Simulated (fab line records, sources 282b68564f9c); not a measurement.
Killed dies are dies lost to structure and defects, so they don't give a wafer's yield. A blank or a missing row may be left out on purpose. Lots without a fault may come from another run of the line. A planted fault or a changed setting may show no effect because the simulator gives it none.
fab line records | flow rit_cmos
record lots=5 wafers=23
route steps=202 shown CONTACT@179 M1@184
start_h: hours from the record's first day to the start of the lot's first wafer shown | wait_h: hours since the lot's step before | " the same as in the row above | L1.1+2: a row that stands for several wafers | - no value, or no start given | * or withheld: withheld | < > ~ a bound
route shown NAME@n: a module of which the file shows steps, and the number in the route of the first | usual: mean/standard deviation of fault-free wafers | same: alike in all rows | chamber/n: place in a boat | sites: the reading at each site | _std_site: their standard deviation | _edge_site: outer sites' mean less inner sites' | radius_mm: how far each site lies from the wafer's centre | mask NAME#n: copy n | behind: the tool/chamber that last shaped the wafer | hold: why the lot was held/for how many hours/how that ended | device: the transistor (n, p or np) that didn't switch | end of line: the same wafers' tests at the end of the route | a step without rows: its recipe alone | killed: dies lost to structure and defects at the first sort, not the wafer's yield | map: a wafer's dies, x killed, . not, _ none there
set.NAME: the setting as run; set.NAME@STEP: as run at that earlier step | model.NAME: the simulator's own value behind a step, which no gauge read
lots whose settings were changed on purpose; a table a step, a row a wafer
## steps
# step RIT_CONTACT_ETCH_11
# recipe target_depth_a=4800 over_etch_frac=0.2 stop_on=TiSi2 chemistry=CHF3/CF4/Ar target=SiO2 CHF3_flow_sccm=50 cf4_flow_sccm=10 Ar_flow_sccm=100 O2_flow_sccm=5 pressure_mtorr=100 rf_w=200 time_s=320
# columns lot.wafer tool chamber start_h wait_h set.time_s set.rf_w@CONTACT_CVD_00 model.etch.depth_nm model.NOVOLAK_of_CONTACT_COAT_03.thk_nm
L076.1 rie_diel-02 0 65.57 0.1 320 400 403.9 771.3
L076.3 " 1 " " 320 400 400.4 769.7
L076.6 " 0 " " 320 400 405.3 772.9
L079.1 rie_diel-03 2 81.32 0.1 320 400 - 765.4
L079.2 " 1 " " 297.7 356.5 - 776.8
L079.4 " 3 " " 320 356.5 - 773.1
L079.5 " 2 " " 320 356.5 385.4 768.6
L079.6 " 1 " " 297.7 400 407.8 778.9
L081.1 rie_diel-04 3 89.36 0.1 320 400 - 779.2
L081.2 " 2 " " 362.2 444 - 758.4
L081.3 " 0 " " 320 444 - 774.9
L081.4 " 1 " " 362.2 400 407.5 754
L081.5 " 2 " " 362.2 444 427.6 756.2
L084.1 rie_diel-03 2 101.63 0.1 320 387.3 393.8 767.1
L084.2 " 1 " " 320 387.3 402.3 767.9
L084.3 " 0 " " 320 400 400.4 770.7
L084.5 " 3 " " 320 400 404 773.8
L084.6 " 2 " " 320 400 403.8 764.3
L085.2 rie_diel-04 3 109.23 0.1 296.3 377 - 783.6
L085.3 " 2 " " 296.3 400 - 778.1
L085.4 " 1 " " 320 377 387.7 767.2
L085.5 " 3 " " 320 400 408.6 773.1
L085.6 " 0 " " 320 377 - 773.8
# step RIT_M1_SPUTTER_00
# recipe material=Al target_thk_nm=400 power_w=2000 chamber_pressure_pa=0.4 gas=Ar time_s=500 substrate_temp_c=25
# columns lot.wafer tool chamber start_h wait_h set.power_w model.Al_of_M1_SPUTTER_00.thk_nm
L076.1 pvd_sputter-04 - 66.41 0.0 2000 407.3
L076.3 " - " " 2000 404.8
L076.6 " - " " 2000 406.7
L079.1 pvd_sputter-04 - 82.16 0.0 1835 369.8
L079.2 " - " " 1835 369.9
L079.4 " - " " 1835 367.3
L079.5 " - " " 2000 408.6
L079.6 " - " " 2000 402.5
L081.1 pvd_sputter-04 - 90.40 0.0 2174 435
L081.2 " - " " 2174 436.2
L081.3 " - " " 2174 430.7
L081.4 " - " " 2000 408.1
L081.5 " - " " 2000 402.9
L084.1 pvd_sputter-02 - 102.72 0.0 2077 416.6
L084.2 " - " " 2077 413.4
L084.3 " - " " 2077 411.2
L084.5 " - " " 2000 398
L084.6 " - " " 2000 401.6
L085.2 pvd_sputter-04 - 110.26 0.0 2122 417.9
L085.3 " - " " 2122 421.2
L085.4 " - " " 2000 398.3
L085.5 " - " " 2000 397.1
L085.6 " - " " 2122 429.2
# step RIT_M1_RS_MEAS_01
# recipe thk_meas_gauge=four-point-probe reads=Al_of_M1_SPUTTER_00
# usual M1_AL_RS=0.0730/0.00087
# columns lot.wafer tool chamber start_h wait_h set.power_w@M1_SPUTTER_00 M1_AL_RS[ohm/sq]
L076.1 film_metro-04 - 66.70 0.1 2000 0.0722
L076.3 " - " " 2000 0.0726
L076.6 " - " " 2000 0.0722
L079.1 film_metro-01 - 82.45 0.1 1835 0.0799
L079.2 " - " " 1835 0.0800
L079.4 " - " " 1835 0.0803
L079.5 " - " " 2000 0.0720
L079.6 " - " " 2000 0.0733
L081.1 film_metro-03 - 90.70 0.1 2174 0.0673
L081.2 " - " " 2174 0.0671
L081.3 " - " " 2174 0.0682
L081.4 " - " " 2000 0.0719
L081.5 " - " " 2000 0.0729
L084.1 film_metro-01 - 103.02 0.1 2077 0.0708
L084.2 " - " " 2077 0.0713
L084.3 " - " " 2077 0.0716
L084.5 " - " " 2000 0.0739
L084.6 " - " " 2000 0.0733
L085.2 film_metro-04 - 110.57 0.2 2122 0.0702
L085.3 " - " " 2122 0.0698
L085.4 " - " " 2000 0.0738
L085.5 " - " " 2000 0.0742
L085.6 " - " " 2122 0.0684
# step RIT_M1_THK_MEAS_02
# recipe thk_meas_gauge=xrf reads=Al_of_M1_SPUTTER_00
# usual M1_AL_THK=404/5
# columns lot.wafer tool chamber start_h wait_h set.power_w@M1_SPUTTER_00 M1_AL_THK[nm]
L076.1 film_metro-04 - 66.82 0.1 2000 411
L076.3 " - " " 2000 407
L076.6 " - " " 2000 409
L079.1 film_metro-01 - 82.57 0.1 1835 370
L079.2 " - " " 1835 370
L079.4 " - " " 1835 366
L079.5 " - " " 2000 407
L079.6 " - " " 2000 405
L081.1 film_metro-03 - 90.82 0.1 2174 435
L081.2 " - " " 2174 433
L081.3 " - " " 2174 429
L081.4 " - " " 2000 406
L081.5 " - " " 2000 399
L084.1 film_metro-01 - 103.14 0.1 2077 416
L084.2 " - " " 2077 415
L084.3 " - " " 2077 413
L084.5 " - " " 2000 400
L084.6 " - " " 2000 404
L085.2 film_metro-04 - 110.68 0.1 2122 423
L085.3 " - " " 2122 425
L085.4 " - " " 2000 401
L085.5 " - " " 2000 402
L085.6 " - " " 2122 433
## key
split step=RIT_CONTACT_ETCH_11 setting=time_s stated=320 by=wafer
response step=RIT_CONTACT_ETCH_11 reading=model.NOVOLAK_of_CONTACT_COAT_03.thk_nm change=-1.47 per=1% r=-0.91
split step=RIT_M1_SPUTTER_00 setting=power_w stated=2000 by=wafer
response step=RIT_M1_SPUTTER_00 reading=model.Al_of_M1_SPUTTER_00.thk_nm change=+3.86 per=1% r=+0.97
response step=RIT_M1_RS_MEAS_01 reading=M1_AL_RS change=-0.000716 per=1% r=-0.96
response step=RIT_M1_THK_MEAS_02 reading=M1_AL_THK change=+3.92 per=1% r=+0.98
split outside_this_file step=RIT_CONTACT_CVD_00 setting=rf_w
# split outside_this_file: this setting was split too, and the file shows its column; the key of that split is in another file
